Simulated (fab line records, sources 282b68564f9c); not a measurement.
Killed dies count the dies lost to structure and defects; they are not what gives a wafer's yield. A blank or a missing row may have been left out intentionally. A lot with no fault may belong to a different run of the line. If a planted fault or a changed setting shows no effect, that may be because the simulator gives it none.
Which tool did it? / flow ritCmos / 33 wafers sampled from 11 lots at 1 step of a route of 202

== WHAT THE GAUGES READ, wafer by wafer ==
RIT_GATE_OVL_MEAS_17.
lot=L898; measured=day 2 12:35; on=overlay-02; GATE_OVL (nm)=0.4 -1.2 1.3
lot=L899; measured=day 2 17:28; on=overlay-01; GATE_OVL (nm)=1.3 2.9 1.3
lot=L900; measured=day 2 22:16; on=overlay-02; GATE_OVL (nm)=-0.5 0.8 -0.9
lot=L901; measured=day 3 03:53; on=overlay-01; GATE_OVL (nm)=1.0 0.5 1.5
lot=L902; measured=day 3 10:10; on=overlay-01; GATE_OVL (nm)=-0.2 0.4 1.0
lot=L903; measured=day 3 13:42; on=overlay-02; GATE_OVL (nm)=-1.0 -0.6 1.5
lot=L904; measured=day 3 18:00; on=overlay-02; GATE_OVL (nm)=2.4 1.8 1.1
lot=L905; measured=day 3 23:26; on=overlay-02; GATE_OVL (nm)=3.0 -0.2 0.9
lot=L911; measured=day 5 05:44; on=overlay-02; GATE_OVL (nm)=1.7 1.1 1.0
lot=L918; measured=day 6 16:10; on=overlay-02; GATE_OVL (nm)=4.7 2.7 1.6
lot=L920; measured=day 7 02:32; on=overlay-02; GATE_OVL (nm)=0.6 0.9 -0.2

== WHICH TOOL RAN EACH LOT (tool, then ch and the chambers of the sampled wafers, then the start) ==
There is no process step in the record ahead of these readings.

== THE ANSWER, worked out from the rows above alone ==
Rule: the usual values come from the lots themselves. The widest of any qualifying gaps counts: lots, ordered by their means at a reading, are off when they make up no more than a third of the lots, leave a main group of 4 or more, and stand apart from it by 3 or more times the standard deviation of that group's means. The tables above print the reading to a certain number of digits; a main group whose means all agree to those digits is not used. Also off: a lot with no number at a reading for which 4 or more lots have one. The other lots that the step has rows for count as sound.
No lot is off on any of the readings shown, so nothing can be concluded from this.

== WHAT THE SIMULATOR PUT IN ==
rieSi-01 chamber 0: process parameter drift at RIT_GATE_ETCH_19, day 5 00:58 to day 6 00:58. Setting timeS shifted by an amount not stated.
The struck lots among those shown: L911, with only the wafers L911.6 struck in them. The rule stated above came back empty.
